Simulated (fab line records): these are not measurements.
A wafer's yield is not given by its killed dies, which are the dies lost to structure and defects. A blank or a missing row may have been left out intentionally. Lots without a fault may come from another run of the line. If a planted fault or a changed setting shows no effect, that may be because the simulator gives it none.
Which tool was responsible? -- flow rit_cmos -- at 1 step of a route of 202, 14 lots with 42 wafers sampled

## WHAT THE GAUGES READ, wafer by wafer
No reading from a measuring or inspecting step in the record can be judged against a usual standard deviation.

## TOOL THAT RAN EACH LOT (tool first, then ch and the chambers of the sampled wafers, then the start)
lot,RIT_PRETRO_IMPLANT_08
L970,"implanter-01 ch 0, day 2 18:37"
L971,"implanter-03 ch 0, day 2 23:12"
L972,"implanter-03 ch 0, day 3 04:22"
L973,"implanter-02 ch 0, day 3 11:24"
L974,"implanter-02 ch 0, day 3 14:13"
L975,"implanter-02 ch 0, day 3 18:42"
L976,"implanter-02 ch 0, day 4 00:09"
L978,"implanter-02 ch 0, day 4 09:10"
L980,"implanter-03 ch 0, day 4 20:38"
L984,"implanter-02 ch 0, day 5 14:56"
L986,"implanter-01 ch 0, day 6 06:08"
L988,"implanter-03 ch 0, day 6 11:16"
L989,"implanter-01 ch 0, day 6 16:46"
L991,"implanter-01 ch 0, day 7 02:10"
- RIT_PRETRO_IMPLANT_08

## WHAT THE TOOLS THEMSELVES READ (means of the sampled wafers that have a number; where no wafer has one, the mark that the record gives instead)
RIT_PRETRO_IMPLANT_08. Usual: dose_ions_cm2 1.2003e+13, standard deviation 1.4e+10; faraday_current_uA 38.1, standard deviation 0.82.
lot,tool,dose_ions_cm2,faraday_current_uA,flag
L970,implanter-01,1.2010e+13,37.6,
L971,implanter-03,1.1994e+13,37.7,
L972,implanter-03,1.2008e+13,37.9,
L973,implanter-02,1.1999e+13,37.9,
L974,implanter-02,1.2004e+13,37.6,
L975,implanter-02,1.1982e+13,38.0,
L976,implanter-02,1.2016e+13,38.8,
L978,implanter-02,1.1321e+13,35.8,OFF
L980,implanter-03,1.2018e+13,38.5,
L984,implanter-02,1.1321e+13,35.7,OFF
L986,implanter-01,1.2008e+13,38.2,
L988,implanter-03,1.2013e+13,38.6,
L989,implanter-01,1.2003e+13,37.9,
L991,implanter-01,1.2007e+13,37.9,

## THE ANSWER, worked out from the rows above alone
Rule: take the mean of a lot's wafers that have a number; if it is more than 3 standard deviations from the usual mean, the lot is off. A lot without any number at a reading at which 4 lots or more have one is off too. The other lots that the step has rows for count as sound. Order of review: gauges by route order, followed by the tools' own readings, for which a lot's mean as printed above is used. At the first step where some lot is off, the reading lying furthest off is the one used; lots without a number count as furthest.
Off at RIT_PRETRO_IMPLANT_08 (dose_ions_cm2): L978, L984.
If a tool, at that step or one of the process steps before it, ran each lot that is off and ran no sound lot following the first of them, it fits. One fits: implanter-02 at RIT_PRETRO_IMPLANT_08. Its last sound lot is L976 (day 4 00:09), its first lot that is off L978 (day 4 09:10): a fault that began between those two fits.
The tool's own readings at RIT_PRETRO_IMPLANT_08 bear it out: on the lots that are off they differ by more than 5 times the standard deviation of the sound lots' means. dose_ions_cm2 reads 1.1321e+13 there against 1.2005e+13 on the sound lots; faraday_current_uA reads 35.8 there against 38.0 on the sound lots.

## WHAT THE SIMULATOR PUT IN
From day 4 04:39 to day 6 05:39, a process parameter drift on implanter-02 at RIT_PRETRO_IMPLANT_08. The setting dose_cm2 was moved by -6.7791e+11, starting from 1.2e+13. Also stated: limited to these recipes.
Struck lots among those shown: L978, L984. The same result came from the rule above.
